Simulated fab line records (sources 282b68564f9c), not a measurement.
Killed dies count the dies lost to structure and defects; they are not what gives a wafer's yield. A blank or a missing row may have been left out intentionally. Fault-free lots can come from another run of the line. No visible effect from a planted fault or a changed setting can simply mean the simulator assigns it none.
fab line records + flow ritCmos
record:
- lots: 5
- wafers: 23
route steps=202 shown SPACER@128 NSD@139 PSD@143 SDANNEAL@154 PLDD@159 SILICIDE@162 CONTACT@168
startH: the number of hours between the record's first day and the start of the first shown wafer of the lot + waitH: hours from the lot's prior step to this one + " identical to the entry in the row above + L1.1+2: one row covering several wafers at once + - no value, or no start was given + * or withheld: withheld + < > ~ a bound
route shown NAME@n: a module of which the file shows steps, and the number in the route of the first + usual: the fault-free wafers' mean and standard deviation + same: alike in all rows + chamber/n: place in a boat + sites: readings site by site + _std_site: standard deviation of those values + _edge_site: the outer-site mean with the inner-site mean subtracted + radiusMm: for every site, how far away it sits from the centre of the wafer + mask NAME#n: copy n + behind: the most recent tool/chamber to have shaped the wafer + hold: why the lot went on hold/how many hours it stayed there/how the hold came to an end + device: the n, p or np transistor that did not switch + end of line: at the end of the route, the tests of the same wafers + a step given without rows: its recipe and nothing more + killed: the dies lost at the first sort to structure and to defects; this is not the yield of the wafer + map: a wafer's dies, marking killed ones x, the rest . and places with no die _
set.NAME: the setting the step ran with; set.NAME@STEP: the setting that earlier step ran with + model.NAME: the simulator's own value behind a step, which no gauge read
lots where settings were altered on purpose, with a table for each step and a row for each wafer
== steps ==
step: RIT_SPACER_CVD_03
recipe:
- material: Si3N4
- targetThkNm: 250
- tempC: 810
- precursor: SiH2Cl2/NH3
- timeS: 3300
- pressureMtorr: 300
- sih2cl2FlowSccm: 60
- nh3FlowSccm: 150
| lot.wafer | tool     | chamber | startH | waitH | set.timeS | model.Si3N4_of_SPACER_CVD_03.thkNm |
|-----------|----------|---------|--------|-------|-----------|------------------------------------|
| L074.1+4  | -        | -       | -      | 0.0   | 3300      | 249.9                              |
| L074.2    | "        | -       | "      | "     | 3300      | 248.9                              |
| L074.3    | "        | -       | "      | "     | 3300      | 251.2                              |
| L074.6    | "        | -       | "      | "     | 3300      | 252.2                              |
| L075.2+4  | -        | -       | -      | 0.0   | 3634      | 277                                |
| L075.3    | "        | -       | "      | "     | 3634      | 275.3                              |
| L075.5    | "        | -       | "      | "     | 3634      | 278                                |
| L075.6    | "        | -       | "      | "     | 3634      | 277.6                              |
| L080.1    | lpcvd-01 | 1       | 78.91  | 0.0   | 3300      | 246.7                              |
| L080.2    | "        | 1       | "      | "     | 3300      | 247.8                              |
| L080.5    | "        | 1       | "      | "     | 3300      | 247.4                              |
| L081.1    | -        | -       | -      | 0.0   | 3005      | 223.3                              |
| L081.2+6  | "        | -       | "      | "     | 3005      | 223.8                              |
| L081.3    | "        | -       | "      | "     | 3005      | 224.4                              |
| L081.4    | "        | -       | "      | "     | 3005      | 223.1                              |
| L082.2+3  | -        | -       | -      | 0.0   | 3051      | 229.4                              |
| L082.4    | "        | -       | "      | "     | 3051      | 227.1                              |
| L082.5    | "        | -       | "      | "     | 3051      | 229.9                              |
| L082.6    | "        | -       | "      | "     | 3051      | 228.7                              |
step: RIT_SPACER_THK_MEAS_04
recipe:
- reads: Si3N4_of_SPACER_CVD_03
usual:
- SPACER_NITRIDE_THK: 249.4/2
| lot.wafer | tool         | chamber | startH | waitH | set.timeS@SPACER_CVD_03 | SPACER_NITRIDE_THK[nm] |
|-----------|--------------|---------|--------|-------|-------------------------|------------------------|
| L074.1    | filmMetro-01 | -       | -      | -     | 3300                    | 249.7                  |
| L074.2    | "            | -       | "      | "     | 3300                    | 248.8                  |
| L074.3    | "            | -       | "      | "     | 3300                    | 251.2                  |
| L074.4    | "            | -       | "      | "     | 3300                    | 249.8                  |
| L074.6    | "            | -       | "      | "     | 3300                    | 252.1                  |
| L075.2    | filmMetro-01 | -       | -      | -     | 3634                    | 276.8                  |
| L075.3    | "            | -       | "      | "     | 3634                    | 275.2                  |
| L075.4    | "            | -       | "      | "     | 3634                    | 277.0                  |
| L075.5    | "            | -       | "      | "     | 3634                    | 277.9                  |
| L075.6    | "            | -       | "      | "     | 3634                    | 277.7                  |
| L080.1    | filmMetro-04 | -       | 80.82  | 0.0   | 3300                    | 246.7                  |
| L080.2    | "            | -       | "      | "     | 3300                    | 248.0                  |
| L080.5    | "            | -       | "      | "     | 3300                    | 247.6                  |
| L081.1    | filmMetro-03 | -       | -      | -     | 3005                    | 223.4                  |
| L081.2    | "            | -       | "      | "     | 3005                    | 223.7                  |
| L081.3    | "            | -       | "      | "     | 3005                    | 224.3                  |
| L081.4    | "            | -       | "      | "     | 3005                    | 223.1                  |
| L081.6    | "            | -       | "      | "     | 3005                    | 223.8                  |
| L082.2    | filmMetro-04 | -       | -      | -     | 3051                    | 229.4                  |
| L082.3    | "            | -       | "      | "     | 3051                    | 229.5                  |
| L082.4    | "            | -       | "      | "     | 3051                    | 226.9                  |
| L082.5    | "            | -       | "      | "     | 3051                    | 229.8                  |
| L082.6    | "            | -       | "      | "     | 3051                    | 228.7                  |
step: RIT_SPACER_ETCHBACK_05
recipe:
- targetDepthA: 2500
- SF6_flow_sccm: 30
- CHF3_flow_sccm: 30
- target: Si3N4
- chemistry: SF6/CHF3
- pressureMtorr: 40
- rfW: 250
- timeS: 240
- stopOn: SiO2
usual:
- oesProductAu: 0.837/0.015
| lot.wafer | tool       | chamber | startH | waitH | set.timeS@SPACER_CVD_03 | oesProductAu | model.etch.depthNm | model.Si3N4_of_SPACER_CVD_03.thkNm |
|-----------|------------|---------|--------|-------|-------------------------|--------------|--------------------|------------------------------------|
| L074.1    | rieDiel-03 | 2       | 51.84  | 0.1   | 3300                    | 0.841        | 249.9              | 197.3                              |
| L074.2    | "          | 0       | "      | "     | 3300                    | 0.823        | 248.9              | 194.3                              |
| L074.3    | "          | 1       | "      | "     | 3300                    | 0.840        | 251.2              | 196.3                              |
| L074.4    | "          | 3       | "      | "     | 3300                    | 0.819        | 249.9              | 195.6                              |
| L074.6    | "          | 3       | "      | "     | 3300                    | 0.827        | 252.2              | 196.8                              |
| L075.2    | rieDiel-03 | 2       | 56.39  | 0.0   | 3634                    | 0.918        | 277                | 219.1                              |
| L075.3    | "          | 1       | "      | "     | 3634                    | 0.901        | 275.3              | 215.5                              |
| L075.4    | "          | 0       | "      | "     | 3634                    | 0.890        | 277                | 215.9                              |
| L075.5    | "          | 3       | "      | "     | 3634                    | 0.887        | 278                | 217.5                              |
| L075.6    | "          | 0       | "      | "     | 3634                    | 0.887        | 277.6              | 216.2                              |
| L080.1    | rieDiel-03 | 1       | 80.88  | 0.1   | 3300                    | 0.832        | 246.7              | 193.1                              |
| L080.2    | "          | 2       | "      | "     | 3300                    | 0.845        | 247.8              | 195.8                              |
| L080.5    | "          | 3       | "      | "     | 3300                    | 0.814        | 247.4              | 192.9                              |
| L081.1    | rieDiel-03 | 0       | 84.58  | 0.1   | 3005                    | 0.757        | 223.3              | 173.4                              |
| L081.2    | "          | 2       | "      | "     | 3005                    | 0.785        | 223.8              | 176.2                              |
| L081.3    | "          | 3       | "      | "     | 3005                    | 0.748        | 224.4              | 174.6                              |
| L081.4    | "          | 1       | "      | "     | 3005                    | 0.770        | 223.1              | 174.2                              |
| L081.6    | "          | 2       | "      | "     | 3005                    | 0.779        | 223.8              | 176.4                              |
| L082.2    | rieDiel-03 | 2       | 89.50  | 0.0   | 3051                    | 0.793        | 229.4              | 181.1                              |
| L082.3    | "          | 1       | "      | "     | 3051                    | 0.790        | 229.4              | 179.2                              |
| L082.4    | "          | 3       | "      | "     | 3051                    | 0.768        | 227.1              | 177.6                              |
| L082.5    | "          | 0       | "      | "     | 3051                    | 0.780        | 229.9              | 178.9                              |
| L082.6    | "          | 1       | "      | "     | 3051                    | 0.784        | 228.7              | 178.9                              |
step: RIT_NSD_IMPLANT_08
recipe:
- species: P
- energyKev: 25
- doseCm2: 1e+15
- tiltDeg: 7
| lot.wafer      | tool         | chamber | startH | waitH | set.doseCm2 |
|----------------|--------------|---------|--------|-------|-------------|
| L074.1+3+6     | implanter-04 | 0       | 53.15  | 0.1   | 1e+15       |
| L074.2+4       | "            | 0       | "      | "     | 1.035e+15   |
| L075.2+3+4     | implanter-02 | 0       | 57.72  | 0.1   | 1e+15       |
| L075.5+6       | "            | 0       | "      | "     | 1.059e+15   |
| L080.1+2+5     | implanter-01 | 0       | 82.19  | 0.1   | 1e+15       |
| L081.1+6       | implanter-04 | 0       | 85.77  | 0.1   | 1e+15       |
| L081.2+3+4     | "            | 0       | "      | "     | 1.074e+15   |
| L082.2+3+4+5+6 | implanter-04 | 0       | 90.83  | 0.1   | 1e+15       |
step: RIT_PSD_COAT_01
recipe:
- resist: NOVOLAK
- spinRpm: 3250
- resistThkNm: 1000
| lot.wafer | tool          | chamber | startH | waitH | set.spinRpm | model.NOVOLAK_of_PSD_COAT_01.thkNm |
|-----------|---------------|---------|--------|-------|-------------|------------------------------------|
| L074.1    | lithoTrack-01 | 0       | 53.69  | 0.1   | 3250        | 1004                               |
| L074.2    | "             | 0       | "      | "     | 3033        | 1037                               |
| L074.3    | "             | 0       | "      | "     | 3250        | 1003                               |
| L074.4    | "             | 0       | "      | "     | 3033        | 1035                               |
| L074.6    | "             | 0       | "      | "     | 3033        | 1033                               |
| L075.2    | lithoTrack-02 | 0       | 58.26  | 0.1   | 3459        | 970.1                              |
| L075.3    | "             | 0       | "      | "     | 3250        | 995.8                              |
| L075.4    | "             | 0       | "      | "     | 3250        | 998.1                              |
| L075.5    | "             | 0       | "      | "     | 3250        | 1000                               |
| L075.6    | "             | 0       | "      | "     | 3459        | 969.3                              |
| L080.1+5  | lithoTrack-01 | 0       | 82.73  | 0.1   | 3250        | 1004                               |
| L080.2    | "             | 0       | "      | "     | 3250        | 1003                               |
| L081.1    | lithoTrack-02 | 0       | 86.30  | 0.1   | 3250        | 998.4                              |
| L081.2    | "             | 0       | "      | "     | 3250        | 998.5                              |
| L081.3    | "             | 0       | "      | "     | 3356        | 982                                |
| L081.4    | "             | 0       | "      | "     | 3250        | 999.8                              |
| L081.6    | "             | 0       | "      | "     | 3356        | 979.6                              |
| L082.2    | lithoTrack-03 | 0       | 91.37  | 0.1   | 3250        | 999.2                              |
| L082.3    | "             | 0       | "      | "     | 3250        | 1004                               |
| L082.4    | "             | 0       | "      | "     | 3250        | 1001                               |
| L082.5+6  | "             | 0       | "      | "     | 3314        | 993.9                              |
step: RIT_PSD_SOFTBAKE_02
recipe:
- resist: NOVOLAK
- tempC: 90
- timeS: 60
step: RIT_PSD_EXPOSE_03
recipe:
- maskId: M10
- na: 0.57
- targetCdNm: 40900
- doseMj: 250
step: RIT_PSD_DEVELOP_05
recipe:
- resist: NOVOLAK
- developTimeS: 50
- devTempC: 23
step: RIT_PSD_HARDBAKE_07
recipe:
- resist: NOVOLAK
- tempC: 140
- timeS: 60
| lot.wafer | tool          | chamber | startH | waitH | set.spinRpm@PSD_COAT_01 | model.NOVOLAK_of_PSD_COAT_01.thkNm |
|-----------|---------------|---------|--------|-------|-------------------------|------------------------------------|
| L074.1    | lithoTrack-02 | 0       | 54.55  | 0.0   | 3250                    | 887.1                              |
| L074.2    | "             | 0       | "      | "     | 3033                    | 916.1                              |
| L074.3    | "             | 0       | "      | "     | 3250                    | 886.3                              |
| L074.4    | "             | 0       | "      | "     | 3033                    | 914.8                              |
| L074.6    | "             | 0       | "      | "     | 3033                    | 912.9                              |
| L075.2    | lithoTrack-03 | 0       | 59.12  | 0.0   | 3459                    | 857.6                              |
| L075.3    | "             | 0       | "      | "     | 3250                    | 880.1                              |
| L075.4    | "             | 0       | "      | "     | 3250                    | 882.1                              |
| L075.5    | "             | 0       | "      | "     | 3250                    | 883.8                              |
| L075.6    | "             | 0       | "      | "     | 3459                    | 856.9                              |
| L080.1    | lithoTrack-02 | 0       | 83.81  | 0.0   | 3250                    | 887.2                              |
| L080.2    | "             | 0       | "      | "     | 3250                    | 886.4                              |
| L080.5    | "             | 0       | "      | "     | 3250                    | 887.7                              |
| L081.1    | lithoTrack-01 | 0       | 87.18  | 0.0   | 3250                    | 882.4                              |
| L081.2    | "             | 0       | "      | "     | 3250                    | 882.5                              |
| L081.3    | "             | 0       | "      | "     | 3356                    | 868                                |
| L081.4    | "             | 0       | "      | "     | 3250                    | 883.6                              |
| L081.6    | "             | 0       | "      | "     | 3356                    | 866                                |
| L082.2    | lithoTrack-02 | 0       | 92.23  | 0.0   | 3250                    | 883.1                              |
| L082.3    | "             | 0       | "      | "     | 3250                    | 887.5                              |
| L082.4    | "             | 0       | "      | "     | 3250                    | 884.7                              |
| L082.5    | "             | 0       | "      | "     | 3314                    | 878.5                              |
| L082.6    | "             | 0       | "      | "     | 3314                    | 878.4                              |
step: RIT_SDANNEAL_CLEAN_01
recipe:
- chemistry: dHF
- dilution: 50:1
- timeS: 30
| lot.wafer      | tool        | chamber | startH | waitH | set.timeS |
|----------------|-------------|---------|--------|-------|-----------|
| L074.1+2+3+4+6 | -           | -       | -      | 0.0   | 25.84     |
| L075.2+3+4+5+6 | -           | -       | -      | 0.0   | 26.44     |
| L080.1+2+5     | wetBench-03 | 0       | 84.52  | 0.0   | 30        |
| L081.1+2+3+4+6 | -           | -       | -      | 0.0   | 28.8      |
| L082.2+3+4+5+6 | -           | -       | -      | 0.0   | 31.91     |
step: RIT_SDANNEAL_CLEAN_02
recipe:
- chemistry: SC2
- mix: 3:3:50
- timeS: 600
- tempC: 75
- dry: n2Spin
step: RIT_SDANNEAL_RTA_03
recipe:
- tempC: 1050
- timeS: 5
- idleTempC: 600
- rampUpCPerS: 342
- rampDownCPerS: 171
- coolToC: 600
- ambient: N2
step: RIT_SDANNEAL_RS_MEAS_05
recipe:
- thkMeasGauge: four-point-probe
usual:
- NSD_RS: 84.43/0.28
| lot.wafer | tool         | chamber | startH | waitH | set.doseCm2@NSD_IMPLANT_08 | NSD_RS[ohm/sq] |
|-----------|--------------|---------|--------|-------|----------------------------|----------------|
| L074.1    | filmMetro-02 | -       | 55.70  | 0.1   | 1e+15                      | 84.51          |
| L074.2    | "            | -       | "      | "     | 1.035e+15                  | 82.16          |
| L074.3    | "            | -       | "      | "     | 1e+15                      | 83.91          |
| L074.4    | "            | -       | "      | "     | 1.035e+15                  | 82.02          |
| L074.6    | "            | -       | "      | "     | 1e+15                      | 84.12          |
| L075.2    | filmMetro-01 | -       | 60.20  | 0.1   | 1e+15                      | 84.72          |
| L075.3    | "            | -       | "      | "     | 1e+15                      | 84.68          |
| L075.4    | "            | -       | "      | "     | 1e+15                      | 84.49          |
| L075.5    | "            | -       | "      | "     | 1.059e+15                  | 81.08          |
| L075.6    | "            | -       | "      | "     | 1.059e+15                  | 80.90          |
| L080.1    | filmMetro-02 | -       | 84.91  | 0.1   | 1e+15                      | 84.39          |
| L080.2    | "            | -       | "      | "     | 1e+15                      | 84.31          |
| L080.5    | "            | -       | "      | "     | 1e+15                      | 84.44          |
| L081.1    | filmMetro-02 | -       | 88.44  | 0.1   | 1e+15                      | 84.86          |
| L081.2    | "            | -       | "      | "     | 1.074e+15                  | 79.69          |
| L081.3    | "            | -       | "      | "     | 1.074e+15                  | 80.06          |
| L081.4    | "            | -       | "      | "     | 1.074e+15                  | 79.93          |
| L081.6    | "            | -       | "      | "     | 1e+15                      | 84.35          |
| L082.2    | filmMetro-04 | -       | 93.48  | 0.1   | 1e+15                      | 84.40          |
| L082.3    | "            | -       | "      | "     | 1e+15                      | 84.59          |
| L082.4    | "            | -       | "      | "     | 1e+15                      | 84.29          |
| L082.5    | "            | -       | "      | "     | 1e+15                      | 84.63          |
| L082.6    | "            | -       | "      | "     | 1e+15                      | 84.53          |
step: RIT_SDANNEAL_RS_MEAS_06
recipe:
- thkMeasGauge: four-point-probe
usual:
- PLDD_RS: 178.8/0.52
| lot.wafer | tool         | chamber | startH | waitH | set.doseCm2@PLDD_IMPLANT_08 | PLDD_RS[ohm/sq] |
|-----------|--------------|---------|--------|-------|-----------------------------|-----------------|
| L074.1    | filmMetro-02 | -       | 55.82  | 0.1   | 9e+14                       | 179.8           |
| L074.2    | "            | -       | "      | "     | 9e+14                       | 178.6           |
| L074.3    | "            | -       | "      | "     | 9e+14                       | 179.3           |
| L074.4    | "            | -       | "      | "     | 9e+14                       | 179.1           |
| L074.6    | "            | -       | "      | "     | 9e+14                       | 179.3           |
| L075.2    | filmMetro-01 | -       | 60.32  | 0.1   | 9e+14                       | 179.1           |
| L075.3    | "            | -       | "      | "     | 8.343e+14                   | 186.7           |
| L075.4    | "            | -       | "      | "     | 8.343e+14                   | 186.2           |
| L075.5    | "            | -       | "      | "     | 9e+14                       | 179.3           |
| L075.6    | "            | -       | "      | "     | 8.343e+14                   | 186.6           |
| L080.1    | filmMetro-02 | -       | 85.03  | 0.1   | 9e+14                       | 179.5           |
| L080.2    | "            | -       | "      | "     | 9e+14                       | 179.3           |
| L080.5    | "            | -       | "      | "     | 9e+14                       | 178.9           |
| L081.1    | filmMetro-02 | -       | 88.56  | 0.1   | 9e+14                       | 178.7           |
| L081.2    | "            | -       | "      | "     | 9e+14                       | 178.3           |
| L081.3    | "            | -       | "      | "     | 9e+14                       | 179.1           |
| L081.4    | "            | -       | "      | "     | 9e+14                       | 179.2           |
| L081.6    | "            | -       | "      | "     | 9e+14                       | 178.7           |
| L082.2    | filmMetro-04 | -       | 93.60  | 0.1   | 9e+14                       | 178.6           |
| L082.3    | "            | -       | "      | "     | 9.519e+14                   | 173.4           |
| L082.4    | "            | -       | "      | "     | 9.519e+14                   | 173.7           |
| L082.5    | "            | -       | "      | "     | 9.519e+14                   | 174.2           |
| L082.6    | "            | -       | "      | "     | 9e+14                       | 178.7           |
step: RIT_SILICIDE_SPUTTER_01
recipe:
- material: Ti
- targetThkNm: 30
- powerW: 350
- chamberPressurePa: 0.667
- gas: Ar
- timeS: 240
- substrateTempC: 25
| lot.wafer | tool          | chamber | startH | waitH | set.timeS | model.Ti_of_SILICIDE_SPUTTER_01.thkNm |
|-----------|---------------|---------|--------|-------|-----------|---------------------------------------|
| L074.1    | pvdSputter-04 | -       | 56.07  | 0.0   | 240       | 29.84                                 |
| L074.2+3  | "             | -       | "      | "     | 275.4     | 34.19                                 |
| L074.4    | "             | -       | "      | "     | 240       | 29.78                                 |
| L074.6    | "             | -       | "      | "     | 240       | 29.94                                 |
| L075.2    | pvdSputter-03 | -       | 60.55  | 0.0   | 259.6     | 32.61                                 |
| L075.3    | "             | -       | "      | "     | 259.6     | 32.76                                 |
| L075.4    | "             | -       | "      | "     | 240       | 29.89                                 |
| L075.5    | "             | -       | "      | "     | 240       | 30.05                                 |
| L075.6    | "             | -       | "      | "     | 240       | 30.22                                 |
| L080.1    | pvdSputter-03 | -       | 85.28  | 0.0   | 240       | 30.57                                 |
| L080.2    | "             | -       | "      | "     | 240       | 30.24                                 |
| L080.5    | "             | -       | "      | "     | 240       | 29.93                                 |
| L081.1    | pvdSputter-04 | -       | 88.81  | 0.0   | 240       | 29.71                                 |
| L081.2    | "             | -       | "      | "     | 267       | 33.1                                  |
| L081.3    | "             | -       | "      | "     | 267       | 33.06                                 |
| L081.4    | "             | -       | "      | "     | 240       | 29.55                                 |
| L081.6    | "             | -       | "      | "     | 267       | 33.29                                 |
| L082.2    | pvdSputter-03 | -       | 93.83  | 0.0   | 240       | 30.34                                 |
| L082.3    | "             | -       | "      | "     | 240       | 30.53                                 |
| L082.4    | "             | -       | "      | "     | 240       | 30.43                                 |
| L082.5    | "             | -       | "      | "     | 240       | 30.41                                 |
| L082.6    | "             | -       | "      | "     | 240       | 30.33                                 |
step: RIT_SILICIDE_RS_MEAS_02
recipe:
- thkMeasGauge: four-point-probe
- reads: Ti_of_SILICIDE_SPUTTER_01
usual:
- SILICIDE_TI_RS: 47.8/0.62
| lot.wafer | tool         | chamber | startH | waitH | set.timeS@SILICIDE_SPUTTER_01 | SILICIDE_TI_RS[ohm/sq] |
|-----------|--------------|---------|--------|-------|-------------------------------|------------------------|
| L074.1    | filmMetro-03 | -       | 56.22  | 0.1   | 240                           | 48.3                   |
| L074.2    | "            | -       | "      | "     | 275.4                         | 40.9                   |
| L074.3    | "            | -       | "      | "     | 275.4                         | 40.7                   |
| L074.4    | "            | -       | "      | "     | 240                           | 48.4                   |
| L074.6    | "            | -       | "      | "     | 240                           | 48.2                   |
| L075.2    | filmMetro-02 | -       | 60.72  | 0.1   | 259.6                         | 43.2                   |
| L075.3    | "            | -       | "      | "     | 259.6                         | 42.9                   |
| L075.4    | "            | -       | "      | "     | 240                           | 48.1                   |
| L075.5    | "            | -       | "      | "     | 240                           | 47.8                   |
| L075.6    | "            | -       | "      | "     | 240                           | 47.5                   |
| L080.1    | filmMetro-03 | -       | 85.43  | 0.1   | 240                           | 46.9                   |
| L080.2    | "            | -       | "      | "     | 240                           | 47.6                   |
| L080.5    | "            | -       | "      | "     | 240                           | 48.1                   |
| L081.1    | filmMetro-04 | -       | 88.96  | 0.1   | 240                           | 48.5                   |
| L081.2    | "            | -       | "      | "     | 267                           | 42.4                   |
| L081.3    | "            | -       | "      | "     | 267                           | 42.4                   |
| L081.4    | "            | -       | "      | "     | 240                           | 48.8                   |
| L081.6    | "            | -       | "      | "     | 267                           | 42.1                   |
| L082.2    | filmMetro-02 | -       | 94.00  | 0.1   | 240                           | 47.2                   |
| L082.3    | "            | -       | "      | "     | 240                           | 46.7                   |
| L082.4    | "            | -       | "      | "     | 240                           | 47.0                   |
| L082.5    | "            | -       | "      | "     | 240                           | 47.1                   |
| L082.6    | "            | -       | "      | "     | 240                           | 47.2                   |
step: RIT_SILICIDE_THK_MEAS_03
recipe:
- thkMeasGauge: xrf
- reads: Ti_of_SILICIDE_SPUTTER_01
usual:
- SILICIDE_TI_THK: 30.1/0.31
| lot.wafer | tool         | chamber | startH | waitH | set.timeS@SILICIDE_SPUTTER_01 | SILICIDE_TI_THK[nm] |
|-----------|--------------|---------|--------|-------|-------------------------------|---------------------|
| L074.1    | filmMetro-03 | -       | 56.34  | 0.1   | 240                           | 30.2                |
| L074.2    | "            | -       | "      | "     | 275.4                         | 34.5                |
| L074.3    | "            | -       | "      | "     | 275.4                         | 34.6                |
| L074.4    | "            | -       | "      | "     | 240                           | 30.1                |
| L074.6    | "            | -       | "      | "     | 240                           | 30.3                |
| L075.2    | filmMetro-02 | -       | 60.83  | 0.1   | 259.6                         | 32.4                |
| L075.3    | "            | -       | "      | "     | 259.6                         | 32.7                |
| L075.4    | "            | -       | "      | "     | 240                           | 29.8                |
| L075.5    | "            | -       | "      | "     | 240                           | 29.8                |
| L075.6    | "            | -       | "      | "     | 240                           | 30.1                |
| L080.1    | filmMetro-03 | -       | 85.55  | 0.1   | 240                           | 30.8                |
| L080.2    | "            | -       | "      | "     | 240                           | 30.5                |
| L080.5    | "            | -       | "      | "     | 240                           | 30.0                |
| L081.1    | filmMetro-04 | -       | 89.08  | 0.1   | 240                           | 29.9                |
| L081.2    | "            | -       | "      | "     | 267                           | 33.3                |
| L081.3    | "            | -       | "      | "     | 267                           | 33.2                |
| L081.4    | "            | -       | "      | "     | 240                           | 29.6                |
| L081.6    | "            | -       | "      | "     | 267                           | 33.5                |
| L082.2    | filmMetro-02 | -       | 94.11  | 0.1   | 240                           | 30.1                |
| L082.3    | "            | -       | "      | "     | 240                           | 30.5                |
| L082.4    | "            | -       | "      | "     | 240                           | 30.2                |
| L082.5    | "            | -       | "      | "     | 240                           | 30.2                |
| L082.6    | "            | -       | "      | "     | 240                           | 30.2                |
step: RIT_CONTACT_CVD_00
recipe:
- material: SiO2
- targetThkNm: 400
- precursor: TEOS
- tempC: 390
- timeS: 61
- rfW: 400
| lot.wafer | tool     | chamber | startH | waitH | set.timeS | model.SiO2_of_CONTACT_CVD_00.thkNm |
|-----------|----------|---------|--------|-------|-----------|------------------------------------|
| L074.1    | pecvd-02 | 0       | 56.58  | 0.1   | 61        | 393.4                              |
| L074.2    | "        | 1       | "      | "     | 55.58     | 374.8                              |
| L074.3    | "        | 2       | "      | "     | 55.58     | 370.4                              |
| L074.4    | "        | 2       | "      | "     | 61        | 413.4                              |
| L074.6    | "        | 1       | "      | "     | 55.58     | 375.7                              |
| L075.2    | pecvd-03 | 2       | 61.05  | 0.0   | 54.11     | 354.3                              |
| L075.3    | "        | 0       | "      | "     | 61        | 395.3                              |
| L075.4    | "        | 0       | "      | "     | 61        | 400.5                              |
| L075.5    | "        | 2       | "      | "     | 54.11     | 356.8                              |
| L075.6    | "        | 1       | "      | "     | 54.11     | 362.6                              |
| L080.1    | pecvd-02 | 0       | 85.79  | 0.1   | 61        | 392.3                              |
| L080.2    | "        | 1       | "      | "     | 61        | 397.7                              |
| L080.5    | "        | 0       | "      | "     | 61        | 396.7                              |
| L081.1    | pecvd-03 | 0       | 89.32  | 0.1   | 61        | 395.8                              |
| L081.2    | "        | 1       | "      | "     | 61        | 405.1                              |
| L081.3    | "        | 2       | "      | "     | 55.23     | 359.7                              |
| L081.4    | "        | 1       | "      | "     | 55.23     | 374.7                              |
| L081.6    | "        | 2       | "      | "     | 61        | 404.4                              |
| L082.2    | pecvd-04 | 1       | 94.34  | 0.0   | 61        | 398.9                              |
| L082.3    | "        | 0       | "      | "     | 67.74     | 448.1                              |
| L082.4    | "        | 0       | "      | "     | 67.74     | 451.3                              |
| L082.5    | "        | 1       | "      | "     | 61        | 406.6                              |
| L082.6    | "        | 2       | "      | "     | 61        | 405.7                              |
step: RIT_CONTACT_THK_MEAS_01
recipe:
- reads: SiO2_of_CONTACT_CVD_00
usual:
- CONTACT_TEOS_THK: 402/5.1
| lot.wafer | tool         | chamber | startH | waitH | set.timeS@CONTACT_CVD_00 | CONTACT_TEOS_THK[nm] |
|-----------|--------------|---------|--------|-------|--------------------------|----------------------|
| L074.1    | filmMetro-02 | -       | 56.63  | 0.0   | 61                       | 394                  |
| L074.2    | "            | -       | "      | "     | 55.58                    | 375                  |
| L074.3    | "            | -       | "      | "     | 55.58                    | 371                  |
| L074.4    | "            | -       | "      | "     | 61                       | 413                  |
| L074.6    | "            | -       | "      | "     | 55.58                    | 376                  |
| L075.2    | filmMetro-03 | -       | 61.11  | 0.0   | 54.11                    | 355                  |
| L075.3    | "            | -       | "      | "     | 61                       | 395                  |
| L075.4    | "            | -       | "      | "     | 61                       | 400                  |
| L075.5    | "            | -       | "      | "     | 54.11                    | 357                  |
| L075.6    | "            | -       | "      | "     | 54.11                    | 363                  |
| L080.1    | filmMetro-03 | -       | 85.84  | 0.0   | 61                       | 392                  |
| L080.2    | "            | -       | "      | "     | 61                       | 398                  |
| L080.5    | "            | -       | "      | "     | 61                       | 397                  |
| L081.1    | filmMetro-02 | -       | 89.37  | 0.0   | 61                       | 396                  |
| L081.2    | "            | -       | "      | "     | 61                       | 405                  |
| L081.3    | "            | -       | "      | "     | 55.23                    | 360                  |
| L081.4    | "            | -       | "      | "     | 55.23                    | 375                  |
| L081.6    | "            | -       | "      | "     | 61                       | 404                  |
| L082.2    | filmMetro-03 | -       | 94.40  | 0.0   | 61                       | 399                  |
| L082.3    | "            | -       | "      | "     | 67.74                    | 448                  |
| L082.4    | "            | -       | "      | "     | 67.74                    | 451                  |
| L082.5    | "            | -       | "      | "     | 61                       | 407                  |
| L082.6    | "            | -       | "      | "     | 61                       | 406                  |
== key ==
split:
- step: RIT_SPACER_CVD_03
- setting: timeS
- stated: 3300
- by: lot
response:
- step: RIT_SPACER_CVD_03
- reading: model.Si3N4_of_SPACER_CVD_03.thkNm
- change: +2.77
- per: 1%
- r: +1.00
response:
- step: RIT_SPACER_THK_MEAS_04
- reading: SPACER_NITRIDE_THK
- change: +2.76
- per: 1%
- r: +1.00
response:
- step: RIT_SPACER_ETCHBACK_05
- reading: oesProductAu
- change: +0.00662
- per: 1%
- r: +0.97
response:
- step: RIT_SPACER_ETCHBACK_05
- reading: model.etch.depthNm
- change: +2.77
- per: 1%
- r: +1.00
response:
- step: RIT_SPACER_ETCHBACK_05
- reading: model.Si3N4_of_SPACER_CVD_03.thkNm
- change: +2.17
- per: 1%
- r: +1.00
split:
- step: RIT_NSD_IMPLANT_08
- setting: doseCm2
- stated: 1e+15
- by: wafer
response:
- step: RIT_SDANNEAL_RS_MEAS_05
- reading: NSD_RS
- change: -0.625
- per: 1%
- r: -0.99
split:
- step: RIT_PSD_COAT_01
- setting: spinRpm
- stated: 3250
- by: wafer
response:
- step: RIT_PSD_COAT_01
- reading: model.NOVOLAK_of_PSD_COAT_01.thkNm
- change: -4.67
- per: 1%
- r: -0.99
response:
- step: RIT_PSD_HARDBAKE_07
- reading: model.NOVOLAK_of_PSD_COAT_01.thkNm
- change: -4.08
- per: 1%
- r: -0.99
split:
- step: RIT_SDANNEAL_CLEAN_01
- setting: timeS
- stated: 30
- by: lot
response none clear
split:
- step: RIT_SILICIDE_SPUTTER_01
- setting: timeS
- stated: 240
- by: wafer
response:
- step: RIT_SILICIDE_SPUTTER_01
- reading: model.Ti_of_SILICIDE_SPUTTER_01.thkNm
- change: +0.305
- per: 1%
- r: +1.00
response:
- step: RIT_SILICIDE_RS_MEAS_02
- reading: SILICIDE_TI_RS
- change: -0.538
- per: 1%
- r: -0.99
response:
- step: RIT_SILICIDE_THK_MEAS_03
- reading: SILICIDE_TI_THK
- change: +0.307
- per: 1%
- r: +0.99
split:
- step: RIT_CONTACT_CVD_00
- setting: timeS
- stated: 61
- by: wafer
response:
- step: RIT_CONTACT_CVD_00
- reading: model.SiO2_of_CONTACT_CVD_00.thkNm
- change: +3.71
- per: 1%
- r: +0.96
response:
- step: RIT_CONTACT_THK_MEAS_01
- reading: CONTACT_TEOS_THK
- change: +3.69
- per: 1%
- r: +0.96
split outsideThisFile step=RIT_PLDD_IMPLANT_08 setting=doseCm2
split outsideThisFile: this setting was split too, and the file shows its column; the key of that split is in another file
